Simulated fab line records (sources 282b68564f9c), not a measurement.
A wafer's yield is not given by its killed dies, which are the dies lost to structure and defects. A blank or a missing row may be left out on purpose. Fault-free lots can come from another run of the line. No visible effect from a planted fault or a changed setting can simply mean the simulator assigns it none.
fab line records    flow rit-cmos
record lots=14  wafers=42  last-day=7
route steps=202 shown FOX1@20
lots untouched by any fault: they come from a run of this same line in which no faults occurred
start-h: the number of hours between the record's first day and the start of the first shown wafer of the lot    wait-h: hours elapsed since this lot's preceding step    " the same as in the row above    L1.1+2: several wafers, shown together as one row    - either no value or no given start    * or withheld: withheld    < > ~ a bound
route shown NAME@n: a module of which the file shows steps, and the number in the route of the first    usual: mean and standard deviation over wafers with no fault    same: alike in all rows    chamber/n: place in a boat    sites: readings site by site    _std_site: how widely they spread, as a standard deviation    _edge_site: mean of outer sites minus mean of inner sites    radius-mm: how far each site lies from the wafer's centre    mask NAME#n: copy n    behind: the most recent tool/chamber to have shaped the wafer    hold: reason for holding the lot/hours on hold/outcome of the hold    device: transistor that didn't switch, given as n, p or np    end of line: tests of these same wafers at the route's end    a step without rows: its recipe alone    killed: count of dies lost to structure and defects at first sort (not the wafer's yield)    map: shows each die of a wafer: x if killed, . if not, _ if none is there
set.NAME: the setting as run; set.NAME@STEP: as run at that earlier step    model.NAME: the simulator's own value behind a step, which no gauge read
a sample of lots followed through the steps of the route, with each step as a table and each wafer as a row
services: the hour from which a tool's chamber was out of use, counted from the record's first day as start-h (under 0 if before that day), plus the number of hours and why
## steps
# step RIT_FOX1_OXIDATION_00
# recipe temp-c=1100  ambient=H2O  target-thk-a=3507  p-h2o-torr=720  ox-time-s=1130
# usual spike-tc-centre-C=1103.0/1  spike-tc-load-C=1126.1/2.9  spike-tc-source-C=1127.6/1.6  tube-center-temp-C=1100/0.097  tube_center_temp_C_max=1102.9/0.47  zone-power-load-pct=46/5.9
lot.wafer  tool        chamber  start-h  wait-h  spike-tc-centre-C  spike-tc-load-C  spike-tc-source-C  tube-center-temp-C  tube_center_temp_C_max  zone-power-load-pct
L367.1     furnace-03  0        17.44    1.8     1104.2             1129.8           1125.9             1100                1103.2                  54
L367.2     "           0        "        "       1102.6             1130.7           1125.2             1100                1102.4                  54
L367.5     "           0        "        "       1101.0             1128.3           1126.5             1099.8              1102.8                  53
L368.1     furnace-03  0        21.10    0.0     1101.5             1128.7           1125.9             1100                1103.7                  53
L368.3     "           0        "        "       1100.9             1129.6           1124.4             1100.1              1102.9                  52
L368.4     "           0        "        "       1102.2             1129.1           1124.1             1099.8              1102.3                  53
L369.2     furnace-01  0        27.42    0.0     1103.0             1123.7           1127.0             1100                1102.5                  42
L369.4     "           0        "        "       1102.8             1122.6           1129.6             1100                1102.5                  42
L369.6     "           0        "        "       1102.6             1122.5           1127.1             1100.1              1102.8                  42
L370.1     furnace-04  0        32.37    1.6     1102.3             1124.8           1128.7             1100                1102.2                  39
L370.2     "           0        "        "       1101.6             1124.9           1128.2             1100                1102.9                  40
L370.6     "           0        "        "       1103.0             1125.8           1128.9             1099.8              1102.7                  40
L371.1     furnace-01  0        37.12    0.2     1101.9             1124.9           1129.7             1099.8              1104.3                  42
L371.2     "           0        "        "       1103.2             1124.2           1127.9             1099.9              1103.7                  41
L371.5     "           0        "        "       1103.1             1124.9           1128.8             1099.8              1102.6                  42
L372.1     furnace-03  0        41.80    1.0     1104.0             1128.0           1126.3             1099.9              1102.6                  54
L372.4     "           0        "        "       1103.4             1129.7           1125.7             1099.9              1102.5                  54
L372.5     "           0        "        "       1103.1             1129.1           1126.1             1100.1              1102.5                  54
L373.1     furnace-01  0        46.09    0.2     1102.1             1123.0           1129.7             1100                1102.6                  42
L373.2     "           0        "        "       1103.7             1122.3           1128.8             1099.9              1102.6                  42
L373.4     "           0        "        "       1104.0             1122.5           1128.6             1100.1              1102.4                  42
L375.1     furnace-03  0        60.57    3.4     1103.4             1128.8           1124.7             1100.1              1103.0                  53
L375.4     "           0        "        "       1102.5             1127.9           1127.5             1100                1102.3                  54
L375.5     "           0        "        "       1102.8             1130.3           1125.0             1099.9              1102.5                  54
L378.3     furnace-01  0        73.30    2.8     1089.2             1108.5           1113.5             1085.3              1087.9                  41
L378.4     "           0        "        "       1090.8             1108.0           1113.1             1085                1087.3                  40
L378.5     "           0        "        "       1088.8             1105.9           1111.6             1085                1087.2                  41
L380.1     furnace-03  0        83.57    1.3     1104.5             1127.0           1125.5             1100                1102.4                  54
L380.4     "           0        "        "       1101.5             1129.5           1125.6             1100.1              1103.2                  54
L380.6     "           0        "        "       1102.2             1129.7           1125.7             1100.2              1103.2                  53
L382.2     furnace-01  0        93.81    0.0     1089.0             1109.3           1112.8             1085.1              1088.4                  41
L382.4     "           0        "        "       1088.5             1108.6           1112.4             1085                1088.6                  40
L382.6     "           0        "        "       1089.5             1105.9           1112.8             1084.9              1088.0                  40
L383.2     furnace-03  0        99.73    3.3     1101.5             1129.0           1125.3             1100                1103.7                  53
L383.3     "           0        "        "       1104.6             1131.4           1126.8             1100.1              1103.5                  53
L383.4     "           0        "        "       1103.1             1129.7           1126.2             1100                1102.7                  53
L385.2     furnace-03  0        109.14   2.5     1101.9             1128.9           1126.8             1100                1102.1                  53
L385.3     "           0        "        "       1102.5             1130.5           1127.4             1099.9              1102.5                  53
L385.6     "           0        "        "       1102.1             1129.6           1125.7             1099.9              1102.9                  54
L390.2     furnace-04  0        131.47   0.8     1103.0             1125.6           1128.8             1099.9              1103.0                  40
L390.5     "           0        "        "       1101.4             1124.1           1126.8             1099.9              1102.6                  39
L390.6     "           0        "        "       1101.3             1125.6           1129.0             1100.1              1103.5                  39
# step RIT_FOX1_THK_MEAS_01
# recipe reads=SiO2_of_FOX1_OXIDATION_00
# usual FOX1_OXIDE_THK=350/5.3
lot.wafer  tool           chamber  start-h  wait-h  FOX1_OXIDE_THK[nm]
L367.1     film-metro-02  -        18.76    0.0     353
L367.2     "              -        "        "       353
L367.5     "              -        "        "       362
L368.1     film-metro-03  -        22.41    0.0     360
L368.3     "              -        "        "       356
L368.4     "              -        "        "       358
L369.2     film-metro-02  -        28.75    0.0     359
L369.4     "              -        "        "       358
L369.6     "              -        "        "       353
L370.1     film-metro-02  -        33.69    0.0     342
L370.2     "              -        "        "       346
L370.6     "              -        "        "       346
L371.1     film-metro-04  -        38.44    0.0     355
L371.2     "              -        "        "       343
L371.5     "              -        "        "       349
L372.1     film-metro-03  -        43.11    0.0     356
L372.4     "              -        "        "       352
L372.5     "              -        "        "       355
L373.1     film-metro-02  -        47.40    0.0     352
L373.2     "              -        "        "       354
L373.4     "              -        "        "       350
L375.1     film-metro-02  -        61.89    0.0     347
L375.4     "              -        "        "       344
L375.5     "              -        "        "       351
L378.3     film-metro-04  -        74.64    0.0     320
L378.4     "              -        "        "       322
L378.5     "              -        "        "       326
L380.1     film-metro-03  -        84.88    0.0     353
L380.4     "              -        "        "       356
L380.6     "              -        "        "       356
L382.2     film-metro-04  -        95.14    0.0     321
L382.4     "              -        "        "       320
L382.6     "              -        "        "       323
L383.2     film-metro-03  -        101.05   0.0     344
L383.3     "              -        "        "       355
L383.4     "              -        "        "       344
L385.2     film-metro-02  -        110.46   0.0     352
L385.3     "              -        "        "       350
L385.6     "              -        "        "       349
L390.2     film-metro-04  -        132.80   0.0     358
L390.5     "              -        "        "       356
L390.6     "              -        "        "       353
## services
tool        chamber  start-h  hours  kind
furnace-01  -        -2.32    2.5    repair
furnace-01  -        22.00    2.3    repair
furnace-03  -        57.56    3.0    pm
furnace-04  -        97.05    2.6    pm
furnace-01  -        102.88   4.3    pm
## key
first-sign step=RIT_FOX1_OXIDATION_00  reading=tube-center-temp-C  direction=down  sigmas=99+  usual=*  struck=*
effect step=RIT_FOX1_OXIDATION_00  reading=tube_center_temp_C_max  direction=down  sigmas=32  usual=*  struck=*
effect step=RIT_FOX1_THK_MEAS_01  reading=FOX1_OXIDE_THK  direction=down  sigmas=5.2  usual=350  struck=322
met-at RIT_FOX1_OXIDATION_00
struck-lots L378,L382
tester-left-out L378,L382
onset-between 46.09 73.30
fault kind=process-parameter-drift  tool=furnace-01  chamber=-  onset-h=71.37  steps=RIT_FOX1_OXIDATION_00  channel=temp-c  offset=*  shape=step  end-h=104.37  acts-in=*  stated=*
# tester-left-out: of these lots the tester's yield and bins aren't shown, on N5 and GAA mostly nor the transistor test; their killed dies are dies lost to structure and defects alone, not to doping, threshold or leakage, so they don't give the yield
